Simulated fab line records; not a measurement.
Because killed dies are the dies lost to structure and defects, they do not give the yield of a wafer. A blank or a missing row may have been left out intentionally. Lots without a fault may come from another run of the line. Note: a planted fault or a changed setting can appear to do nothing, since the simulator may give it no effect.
fab line records -- flow rit-cmos
[record] lots = 14, wafers = 42, last-day = 7
route steps=202 shown ACTIVE@1 FOX1@21 PWELL@49
lots that met no fault: taken from a fault-free run of the same line
start-h: hours from the record's opening day to when the first of the lot's shown wafers began -- wait-h: how many hours have passed since the lot's step before this one -- " repeats the value in the row above -- L1.1+2: one row covering several wafers at once -- - no value, or no start was given -- * or withheld: withheld -- < > ~ a bound
route shown NAME@n: NAME is a module with steps in the file, n the number in the route of the first one -- usual: mean/standard deviation of fault-free wafers -- same: alike in all rows -- chamber/n: place in a boat -- sites: per-site readings -- _std_site: their standard deviation -- _edge_site: outer sites' mean less inner sites' -- radius-mm: for every site, how far away it sits from the centre of the wafer -- mask NAME#n: copy n -- behind: tool/chamber where the wafer was last shaped -- hold: the reason the lot was held/the length of the hold in hours/how it ended -- device: the n, p or np transistor that did not switch -- end of line: the tests these same wafers got at the end of their route -- step lacking rows: just its recipe -- killed: the dies lost at the first sort to structure and to defects; this is not the yield of the wafer -- map: shows each die of a wafer: x if killed, . if not, _ if none is there
set.NAME: setting as actually run; set.NAME@STEP: the setting as run at that earlier step -- model.NAME: the simulator's own value behind a step, which no gauge read
route steps across a sampled set of lots; one table per step, one row per wafer
services: a tool's chamber out of use, with start hour (start-h, from the record's first day; less than 0 if before it), hours out, and reason
[[steps]]
[step RIT_ACTIVE_BOW_MEAS_00]
[recipe] mode = bow
[usual] INCOMING_BOW = 1/7.1
lot.wafer,tool,chamber,start-h,wait-h,INCOMING_BOW[um]
L581.2,film-metro-02,-,10.02,-,7
L581.3,film-metro-02,-,10.02,-,-10
L581.6,film-metro-02,-,10.02,-,13
L582.2,film-metro-04,-,15.02,-,-2
L582.3,film-metro-04,-,15.02,-,7
L582.4,film-metro-04,-,15.02,-,-3
L583.1,film-metro-02,-,20.00,-,-3
L583.2,film-metro-02,-,20.00,-,4
L583.3,film-metro-02,-,20.00,-,3
L584.2,film-metro-02,-,25.02,-,2
L584.3,film-metro-02,-,25.02,-,3
L584.5,film-metro-02,-,25.02,-,1
L585.2,film-metro-04,-,30.02,-,-15
L585.3,film-metro-04,-,30.02,-,-3
L585.6,film-metro-04,-,30.02,-,4
L586.3,film-metro-04,-,35.04,-,2
L586.4,film-metro-04,-,35.04,-,3
L586.6,film-metro-04,-,35.04,-,6
L588.2,film-metro-04,-,45.02,-,-10
L588.5,film-metro-04,-,45.02,-,5
L588.6,film-metro-04,-,45.02,-,-4
L589.1,film-metro-02,-,50.00,-,3
L589.4,film-metro-02,-,50.00,-,9
L589.6,film-metro-02,-,50.00,-,3
L590.4,film-metro-02,-,55.06,-,-2
L590.5,film-metro-02,-,55.06,-,-11
L590.6,film-metro-02,-,55.06,-,-2
L591.3,film-metro-02,-,60.04,-,5
L591.4,film-metro-02,-,60.04,-,-6
L591.6,film-metro-02,-,60.04,-,20
L595.3,film-metro-02,-,80.04,-,-10
L595.5,film-metro-02,-,80.04,-,-8
L595.6,film-metro-02,-,80.04,-,-8
L598.1,film-metro-02,-,95.00,-,11
L598.4,film-metro-02,-,95.00,-,3
L598.6,film-metro-02,-,95.00,-,-1
L600.1,film-metro-02,-,105.00,-,-4
L600.3,film-metro-02,-,105.00,-,15
L600.6,film-metro-02,-,105.00,-,2
L603.1,film-metro-03,-,120.00,-,4
L603.3,film-metro-03,-,120.00,-,5
L603.6,film-metro-03,-,120.00,-,10
[step RIT_ACTIVE_CVD_03]
[recipe] material = Si3N4, target-thk-nm = 150, temp-c = 810, precursor = SiH2Cl2/NH3, time-s = 1500, pressure-mtorr = 300, sih2cl2-flow-sccm = 60, nh3-flow-sccm = 150
[usual] spike-tc-centre-C = 813.6/1.3, spike-tc-load-C = 836.1/1.7, spike-tc-source-C = 830/3.8, susceptor-temp-C = 810.1/0.37
[same] time-s = 1500
lot.wafer,tool,chamber,start-h,wait-h,spike-tc-centre-C,spike-tc-load-C,spike-tc-source-C,susceptor-temp-C
L581.2,lpcvd-01,1,12.40,0.3,814.3,835.7,837,810.7
L581.3,lpcvd-01,1,12.40,0.3,816.6,833.4,837,810.4
L581.6,lpcvd-01,1,12.40,0.3,815.6,834.1,839,810.5
L582.2,lpcvd-02,1,17.21,0.0,812.7,836.0,828,809.6
L582.3,lpcvd-02,1,17.21,0.0,815.3,836.7,830,809.9
L582.4,lpcvd-02,1,17.21,0.0,815.2,838.6,828,809.8
L583.1,lpcvd-02,1,22.21,0.1,814.2,837.3,828,810.5
L583.2,lpcvd-02,1,22.21,0.1,813.3,836.6,827,810.8
L583.3,lpcvd-02,1,22.21,0.1,816.2,837.6,830,809.9
L584.2,lpcvd-02,0,27.11,0.0,811.7,835.1,829,810.3
L584.3,lpcvd-02,0,27.11,0.0,812.0,836.8,830,810.3
L584.5,lpcvd-02,0,27.11,0.0,813.5,835.3,828,810.7
L585.2,lpcvd-01,1,32.12,0.0,814.3,834.6,841,810.0
L585.3,lpcvd-01,1,32.12,0.0,813.9,835.1,839,810.0
L585.6,lpcvd-01,1,32.12,0.0,812.9,833.8,838,809.6
L586.3,lpcvd-02,0,38.10,0.0,812.2,838.2,830,809.9
L586.4,lpcvd-02,0,38.10,0.0,812.0,836.1,830,810.3
L586.6,lpcvd-02,0,38.10,0.0,811.5,836.5,831,810.1
L588.2,lpcvd-02,0,48.90,1.6,813.1,836.8,830,809.7
L588.5,lpcvd-02,0,48.90,1.6,810.2,836.2,830,809.7
L588.6,lpcvd-02,0,48.90,1.6,812.2,837.3,830,809.8
L589.1,lpcvd-01,0,53.15,0.7,814.0,834.7,831,809.3
L589.4,lpcvd-01,0,53.15,0.7,815.6,833.9,827,809.7
L589.6,lpcvd-01,0,53.15,0.7,814.0,833.6,829,809.8
L590.4,lpcvd-02,0,57.11,0.0,850.9,872.7,867,847.8
L590.5,lpcvd-02,0,57.11,0.0,849.8,873.1,869,848.2
L590.6,lpcvd-02,0,57.11,0.0,849.5,875.0,869,847.9
L591.3,lpcvd-01,0,62.23,0.0,814.2,833.8,829,809.9
L591.4,lpcvd-01,0,62.23,0.0,814.3,832.5,830,810.0
L591.6,lpcvd-01,0,62.23,0.0,813.7,833.9,829,809.7
L595.3,lpcvd-02,0,83.16,0.0,850.5,876.4,868,847.7
L595.5,lpcvd-02,0,83.16,0.0,850.6,875.5,869,847.7
L595.6,lpcvd-02,0,83.16,0.0,850.5,874.5,868,848.5
L598.1,lpcvd-01,0,97.11,0.1,815.2,834.1,830,809.6
L598.4,lpcvd-01,0,97.11,0.1,813.6,835.3,830,810.3
L598.6,lpcvd-01,0,97.11,0.1,814.6,833.6,830,809.9
L600.1,lpcvd-01,0,107.11,0.1,815.4,833.4,830,810.2
L600.3,lpcvd-01,0,107.11,0.1,812.8,836.1,829,810.0
L600.6,lpcvd-01,0,107.11,0.1,813.4,834.9,830,810.2
L603.1,lpcvd-01,1,122.11,0.1,815.1,836.6,839,811.0
L603.3,lpcvd-01,1,122.11,0.1,814.3,833.8,839,810.2
L603.6,lpcvd-01,1,122.11,0.1,813.8,835.1,837,810.4
[step RIT_ACTIVE_THK_MEAS_04]
[recipe] reads = Si3N4_of_ACTIVE_CVD_03
[usual] ACTIVE_NITRIDE_THK = 149.9/1.5
lot.wafer,tool,chamber,start-h,wait-h,ACTIVE_NITRIDE_THK[nm]
L581.2,film-metro-02,-,13.83,0.0,151.7
L581.3,film-metro-02,-,13.83,0.0,152.5
L581.6,film-metro-02,-,13.83,0.0,151.8
L582.2,film-metro-04,-,19.34,0.0,148.4
L582.3,film-metro-04,-,19.34,0.0,147.8
L582.4,film-metro-04,-,19.34,0.0,148.1
L583.1,film-metro-04,-,24.34,0.0,148.8
L583.2,film-metro-04,-,24.34,0.0,150.4
L583.3,film-metro-04,-,24.34,0.0,149.8
L584.2,film-metro-04,-,29.25,0.0,148.5
L584.3,film-metro-04,-,29.25,0.0,149.6
L584.5,film-metro-04,-,29.25,0.0,148.1
L585.2,film-metro-04,-,34.26,0.0,150.4
L585.3,film-metro-04,-,34.26,0.0,150.4
L585.6,film-metro-04,-,34.26,0.0,151.3
L586.3,film-metro-04,-,39.54,0.0,148.6
L586.4,film-metro-04,-,39.54,0.0,148.5
L586.6,film-metro-04,-,39.54,0.0,148.7
L588.2,film-metro-04,-,51.04,0.0,149.4
L588.5,film-metro-04,-,51.04,0.0,149.4
L588.6,film-metro-04,-,51.04,0.0,149.2
L589.1,film-metro-04,-,55.27,0.0,147.0
L589.4,film-metro-04,-,55.27,0.0,148.6
L589.6,film-metro-04,-,55.27,0.0,148.2
L590.4,film-metro-02,-,59.27,0.0,254.1
L590.5,film-metro-02,-,59.27,0.0,253.9
L590.6,film-metro-02,-,59.27,0.0,253.0
L591.3,film-metro-02,-,63.67,0.0,149.3
L591.4,film-metro-02,-,63.67,0.0,149.1
L591.6,film-metro-02,-,63.67,0.0,150.2
L595.3,film-metro-03,-,84.60,0.0,252.2
L595.5,film-metro-03,-,84.60,0.0,254.2
L595.6,film-metro-03,-,84.60,0.0,251.7
L598.1,film-metro-02,-,98.53,0.0,151.1
L598.4,film-metro-02,-,98.53,0.0,149.9
L598.6,film-metro-02,-,98.53,0.0,151.0
L600.1,film-metro-03,-,108.53,0.0,146.9
L600.3,film-metro-03,-,108.53,0.0,147.6
L600.6,film-metro-03,-,108.53,0.0,147.6
L603.1,film-metro-04,-,124.24,0.0,151.2
L603.3,film-metro-04,-,124.24,0.0,150.5
L603.6,film-metro-04,-,124.24,0.0,151.7
[step RIT_ACTIVE_ETCH_13]
[recipe] stop-on = SiO2, chemistry = SF6, target = Si3N4, time-s = 210, over-etch-frac = 0.4, SF6_flow_sccm = 200, pressure-mtorr = 260, rf-w = 125, target-depth-a = 2100
[usual] drypump-motor-current-A = 5.8/0.34, oes-product-au = 0.818/0.014, throttle-valve-pct = 7.44/0.12
[same] time-s = 210
lot.wafer,tool,chamber,start-h,wait-h,drypump-motor-current-A,oes-product-au,rf-hours-counter-h,throttle-valve-pct
L581.2,rie-diel-04,2,15.12,0.1,5.1,0.814,133,7.45
L581.3,rie-diel-04,3,15.12,0.1,6.1,0.835,2,7.51
L581.6,rie-diel-04,0,15.12,0.1,5.9,0.821,-,7.61
L582.2,rie-diel-01,1,20.51,0.1,5.8,0.782,121,7.35
L582.3,rie-diel-01,0,20.51,0.1,5.5,0.807,7,7.74
L582.4,rie-diel-01,2,20.51,0.1,6.4,0.815,115,7.41
L583.1,rie-diel-04,0,25.52,0.1,5.9,0.815,169,7.59
L583.2,rie-diel-04,2,25.52,0.1,5.1,0.805,133,7.44
L583.3,rie-diel-04,1,25.52,0.1,5.6,0.809,158,7.43
L584.2,rie-diel-03,0,30.47,0.1,6.0,0.822,1,7.36
L584.3,rie-diel-03,3,30.47,0.1,5.8,0.810,138,7.44
L584.5,rie-diel-03,1,30.47,0.1,5.3,0.814,-,7.31
L585.2,rie-diel-03,1,35.55,0.1,5.3,0.825,3,7.29
L585.3,rie-diel-03,3,35.55,0.1,5.8,0.820,138,7.45
L585.6,rie-diel-03,1,35.55,0.1,5.3,0.821,-,7.31
L586.3,rie-diel-01,1,40.70,0.1,5.8,0.789,122,7.34
L586.4,rie-diel-01,3,40.70,0.1,5.7,0.812,117,7.49
L586.6,rie-diel-01,0,40.70,0.1,5.5,0.812,-,7.75
L588.2,rie-diel-01,0,52.46,0.1,5.5,0.811,7,7.75
L588.5,rie-diel-01,1,52.46,0.1,5.8,0.788,-,7.35
L588.6,rie-diel-01,0,52.46,0.1,5.5,0.811,-,7.75
L589.1,rie-diel-03,0,56.58,0.1,6.0,0.824,1,7.36
L589.4,rie-diel-03,0,56.58,0.1,6.0,0.827,-,7.36
L589.6,rie-diel-03,1,56.58,0.1,5.3,0.824,-,7.32
L590.4,rie-diel-03,1,60.73,0.1,5.3,0.985,-,7.31
L590.5,rie-diel-03,0,60.73,0.1,6.0,1.010,-,7.36
L590.6,rie-diel-03,3,60.73,0.1,5.8,0.982,-,7.46
L591.3,rie-diel-01,2,64.83,0.1,6.4,0.823,116,7.43
L591.4,rie-diel-01,3,64.83,0.1,5.7,0.812,118,7.49
L591.6,rie-diel-01,2,64.83,0.1,6.4,0.822,-,7.43
L595.3,rie-diel-03,2,85.76,0.1,6.1,1.026,135,7.28
L595.5,rie-diel-03,0,85.76,0.1,6.0,1.022,-,7.38
L595.6,rie-diel-03,3,85.76,0.1,5.8,0.988,-,7.45
L598.1,rie-diel-04,0,99.72,0.1,5.9,0.832,1,7.60
L598.4,rie-diel-04,2,99.72,0.1,5.1,0.811,-,7.45
L598.6,rie-diel-04,0,99.72,0.1,5.8,0.815,-,7.60
L600.1,rie-diel-01,1,109.72,0.1,5.8,0.787,123,7.35
L600.3,rie-diel-01,2,109.72,0.1,6.4,0.815,117,7.41
L600.6,rie-diel-01,2,109.72,0.1,6.4,0.815,-,7.43
L603.1,rie-diel-03,2,125.42,0.1,6.2,0.832,136,7.28
L603.3,rie-diel-03,3,125.42,0.1,5.8,0.810,140,7.46
L603.6,rie-diel-03,0,125.42,0.1,6.0,0.842,-,7.37
[step RIT_FOX1_THK_MEAS_01]
[recipe] reads = SiO2_of_FOX1_OXIDATION_00
[usual] FOX1_OXIDE_THK = 350/5.9
lot.wafer,tool,chamber,start-h,wait-h,FOX1_OXIDE_THK[nm]
L581.2,film-metro-02,-,18.47,0.0,354
L581.3,film-metro-02,-,18.47,0.0,357
L581.6,film-metro-02,-,18.47,0.0,356
L582.2,film-metro-02,-,22.83,0.0,350
L582.3,film-metro-02,-,22.83,0.0,351
L582.4,film-metro-02,-,22.83,0.0,352
L583.1,film-metro-01,-,27.97,0.0,355
L583.2,film-metro-01,-,27.97,0.0,356
L583.3,film-metro-01,-,27.97,0.0,359
L584.2,film-metro-02,-,33.51,0.0,347
L584.3,film-metro-02,-,33.51,0.0,345
L584.5,film-metro-02,-,33.51,0.0,347
L585.2,film-metro-02,-,37.67,0.0,357
L585.3,film-metro-02,-,37.67,0.0,358
L585.6,film-metro-02,-,37.67,0.0,361
L586.3,film-metro-02,-,42.83,0.0,347
L586.4,film-metro-02,-,42.83,0.0,352
L586.6,film-metro-02,-,42.83,0.0,355
L588.2,film-metro-01,-,55.41,0.0,347
L588.5,film-metro-01,-,55.41,0.0,346
L588.6,film-metro-01,-,55.41,0.0,347
L589.1,film-metro-01,-,59.32,0.0,333
L589.4,film-metro-01,-,59.32,0.0,342
L589.6,film-metro-01,-,59.32,0.0,344
L591.3,film-metro-03,-,67.24,0.0,349
L591.4,film-metro-03,-,67.24,0.0,345
L591.6,film-metro-03,-,67.24,0.0,345
L598.1,film-metro-02,-,102.78,0.0,358
L598.4,film-metro-02,-,102.78,0.0,356
L598.6,film-metro-02,-,102.78,0.0,351
L600.1,film-metro-01,-,112.25,0.0,350
L600.3,film-metro-01,-,112.25,0.0,353
L600.6,film-metro-01,-,112.25,0.0,353
L603.1,film-metro-01,-,128.67,0.0,347
L603.3,film-metro-01,-,128.67,0.0,339
L603.6,film-metro-01,-,128.67,0.0,343
[step RIT_PWELL_TW_MEAS_10]
[usual] PWELL_TW = 944/8.2
lot.wafer,tool,chamber,start-h,wait-h,PWELL_TW
L581.2,film-metro-01,-,24.13,0.1,946
L581.3,film-metro-01,-,24.13,0.1,949
L581.6,film-metro-01,-,24.13,0.1,946
L582.2,film-metro-01,-,28.54,0.1,949
L582.3,film-metro-01,-,28.54,0.1,951
L582.4,film-metro-01,-,28.54,0.1,950
L583.1,film-metro-01,-,33.47,0.1,949
L583.2,film-metro-01,-,33.47,0.1,948
L583.3,film-metro-01,-,33.47,0.1,949
L584.2,film-metro-01,-,40.20,0.1,950
L584.3,film-metro-01,-,40.20,0.1,950
L584.5,film-metro-01,-,40.20,0.1,947
L585.2,film-metro-01,-,43.39,0.1,946
L585.3,film-metro-01,-,43.39,0.1,943
L585.6,film-metro-01,-,43.39,0.1,949
L586.3,film-metro-02,-,48.55,0.1,937
L586.4,film-metro-02,-,48.55,0.1,934
L586.6,film-metro-02,-,48.55,0.1,931
L588.2,film-metro-01,-,61.37,0.1,950
L588.5,film-metro-01,-,61.37,0.1,947
L588.6,film-metro-01,-,61.37,0.1,951
L589.1,film-metro-02,-,64.91,0.1,936
L589.4,film-metro-02,-,64.91,0.1,936
L589.6,film-metro-02,-,64.91,0.1,936
L591.3,film-metro-02,-,72.98,0.1,928
L591.4,film-metro-02,-,72.98,0.1,928
L591.6,film-metro-02,-,72.98,0.1,931
L598.1,film-metro-01,-,108.63,0.1,950
L598.4,film-metro-01,-,108.63,0.1,949
L598.6,film-metro-01,-,108.63,0.1,946
L600.1,film-metro-02,-,117.96,0.1,928
L600.3,film-metro-02,-,117.96,0.1,933
L600.6,film-metro-02,-,117.96,0.1,929
L603.1,film-metro-02,-,134.62,0.1,942
L603.3,film-metro-02,-,134.62,0.1,939
L603.6,film-metro-02,-,134.62,0.1,938
[[services]]
tool,chamber,start-h,hours,kind
rie-diel-03,2,-0.17,64.3,repair
rie-diel-01,2,3.86,5.7,repair
rie-diel-03,1,16.54,5.6,repair
lpcvd-01,-,38.55,14.6,pm
rie-diel-04,0,46.94,-,clean
rie-diel-04,0,46.94,16.4,scheduled-down
rie-diel-04,0,46.94,16.4,vent-cycle
rie-diel-04,-,57.63,14.6,pm
rie-diel-04,2,74.62,21.4,repair
rie-diel-03,1,92.61,8.8,repair
rie-diel-04,1,99.38,-,clean
rie-diel-04,1,99.38,24.3,scheduled-down
rie-diel-04,1,99.38,24.3,vent-cycle
rie-diel-04,2,100.12,16.7,repair
[[key]]
[first-sign] step = RIT_ACTIVE_CVD_03, reading = susceptor-temp-C, direction = up, sigmas = 99+, usual = *, struck = *
[effect] step = RIT_ACTIVE_CVD_03, reading = spike-tc-centre-C, direction = up, sigmas = 28, usual = 813.6, struck = 850.3
[effect] step = RIT_ACTIVE_THK_MEAS_04, reading = ACTIVE_NITRIDE_THK, direction = up, sigmas = 68, usual = 149.9, struck = 253.2
[effect] step = RIT_ACTIVE_ETCH_13, reading = oes-product-au, direction = up, sigmas = 14, usual = 0.818, struck = 1.002
met-at RIT_ACTIVE_CVD_03
struck-lots L590,L595
struck-wafers L590.4,L590.5,L590.6,L595.3,L595.5,L595.6
later-rows-left-out L590.4,L590.5,L590.6,L595.3,L595.5,L595.6
sort-left-out L590.4,L590.5,L590.6,L595.3,L595.5,L595.6
tester-left-out L590,L595
not-acting-at RIT_ACTIVE_BOW_MEAS_00,RIT_FOX1_THK_MEAS_01,RIT_PWELL_TW_MEAS_10
onset-between 48.90 57.11
[fault] kind = process-parameter-drift, tool = lpcvd-02, chamber = 0, onset-h = 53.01, steps = RIT_ACTIVE_CVD_03, channel = temp-c, offset = *, shape = step, end-h = 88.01, acts-in = *, stated = *
// tester-left-out: of these lots the tester's yield and bins aren't shown, on N5 and GAA mostly nor the transistor test; their killed dies are dies lost to structure and defects alone, not to doping, threshold or leakage, so they don't give the yield
// sort-left-out: the simulated sort isn't trusted on such a fault, so these wafers' sort isn't shown, and their yield isn't known
// later-rows-left-out: the simulator's readings of these wafers behind a module that went badly wrong aren't trusted and aren't shown, but for the sort
